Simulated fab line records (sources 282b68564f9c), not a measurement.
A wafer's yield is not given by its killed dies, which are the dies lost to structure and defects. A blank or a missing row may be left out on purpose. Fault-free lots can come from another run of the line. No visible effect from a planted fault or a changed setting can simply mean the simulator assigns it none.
A lot that was struck, set against a sound lot | flow ritCmos | 16 steps out of a route of 202
Sound: wafers L968.3, L968.5, L968.6. Wafers struck: L976.1, L976.2, L976.3. Last of all comes the cause.
For every step that has rows: the tool of each side, followed by ch and its chambers, followed by its first start. Under that, the readings that differ: sound wafers | struck wafers | difference of the means | sigmas: that difference in standard deviations of wafers without a fault.
alike: same words and numbers on both sides, and readings whose means sit less than 2 such deviations apart. not compared: any withheld reading, any reading some wafer has no value for, any bound like >300 that may hide the same value, and any number with overlapping values for which the record gives no deviation.
A row with sigmas, a row that says differs or no value, or rows on one side alone: a step with any of these is where the two part. When numbers do not overlap yet have no deviation, they are printed without sigmas and do not part them. A reading that every wafer of one side lacks parts them only if that side has two wafers or more.

RIT_ACTIVE_BOW_MEAS_00:
  sound on filmMetro-04 at day 3 02:02; struck on filmMetro-04 at day 4 18:00
  alike: INCOMING_BOW
then, 1 step without rows for these wafers: RIT_ACTIVE_OXIDATION_01 (target thk 46.8 nm, ox time 3360 s).
RIT_ACTIVE_THK_MEAS_02:
  sound on filmMetro-04 at day 3 04:04; struck on filmMetro-03 at day 4 20:03
  alike: ACTIVE_OXIDE_THK
then, 1 step without rows for these wafers: RIT_ACTIVE_CVD_03 (deposits Si3N4 from SiH2Cl2/NH3, target thk 150 nm, time 1500 s).
RIT_ACTIVE_THK_MEAS_04:
  sound on filmMetro-03 at day 3 06:33; struck on filmMetro-04 at day 4 21:32
  alike: ACTIVE_NITRIDE_THK
then, 5 steps without rows for these wafers: RIT_ACTIVE_HMDS_05 (prime time 60 s); RIT_ACTIVE_COAT_06 (resist thk 1007 nm); RIT_ACTIVE_SOFTBAKE_07 (time 60 s); RIT_ACTIVE_EXPOSE_08 (exposes mask M1, target cd 1400 nm); RIT_ACTIVE_PEB_09.
RIT_ACTIVE_DEVELOP_10: develop time 50 s.
  sound on lithoTrack-03 ch 0, day 3 07:00; struck on lithoTrack-02 ch 0, day 4 22:00
  alike: developerTempC
RIT_ACTIVE_CD_MEAS_11: target cd 1400 nm.
  sound on cdSem-01 at day 3 07:41; struck on cdSem-02 at day 4 22:26
reading   | sound                | struck               | difference | sigmas
cdNm (nm) | 1399.3 1401.6 1401.1 | 1437.6 1436.3 1434.8 | +35.6      | +15
then, 1 step without rows for these wafers: RIT_ACTIVE_HARDBAKE_12 (time 60 s).
RIT_ACTIVE_ETCH_13: etches Si3N4 in SF6, stops on SiO2, time 210 s, target depth 210 nm.
  sound on rieDiel-04 ch 0,1,3, day 3 07:55; struck on rieDiel-01 ch 1,2,3, day 4 22:43
reading                | sound          | struck         | difference | sigmas
model.ACTIVE.cdNm (nm) | 1399 1401 1401 | 1438 1436 1435 | +36        | 
  alike: SF6_flow_sccm, drypumpMotorCurrentA, oesProductAu, throttleValvePct
  not compared: rfHoursCounterH
RIT_ACTIVE_STRIP_14: strips in O2, time 180 s.
  sound on plasmaAsher-01 ch 0,1, day 3 08:07; struck on plasmaAsher-02 ch 0,1, day 4 22:50
  alike: drypumpMotorCurrentA
  not compared: rfHoursCounterH
RIT_M1_PROBE_99:
  sound on prober-01 at day 5 02:13; struck on prober-01 at day 6 18:00
reading                       | sound          | struck         | difference | sigmas
model.etest.pldd.widthNm (nm) | 3211 3212 3208 | 3186 3184 3186 | -25        | 
  alike: killedAtContacts, killedAtFrontEnd, killedDies, killedOpen, killedShort
  not compared: model.etest.pplusSal.widthNm, model.etest.nplusSal.widthNm, model.etest.nldd.widthNm

WHERE THEY PART
Only at RIT_ACTIVE_CD_MEAS_11, within this record. Later steps at which nothing parts them and some readings are alike: RIT_ACTIVE_ETCH_13, RIT_ACTIVE_STRIP_14, RIT_M1_PROBE_99.

WHY: what the simulator had put in
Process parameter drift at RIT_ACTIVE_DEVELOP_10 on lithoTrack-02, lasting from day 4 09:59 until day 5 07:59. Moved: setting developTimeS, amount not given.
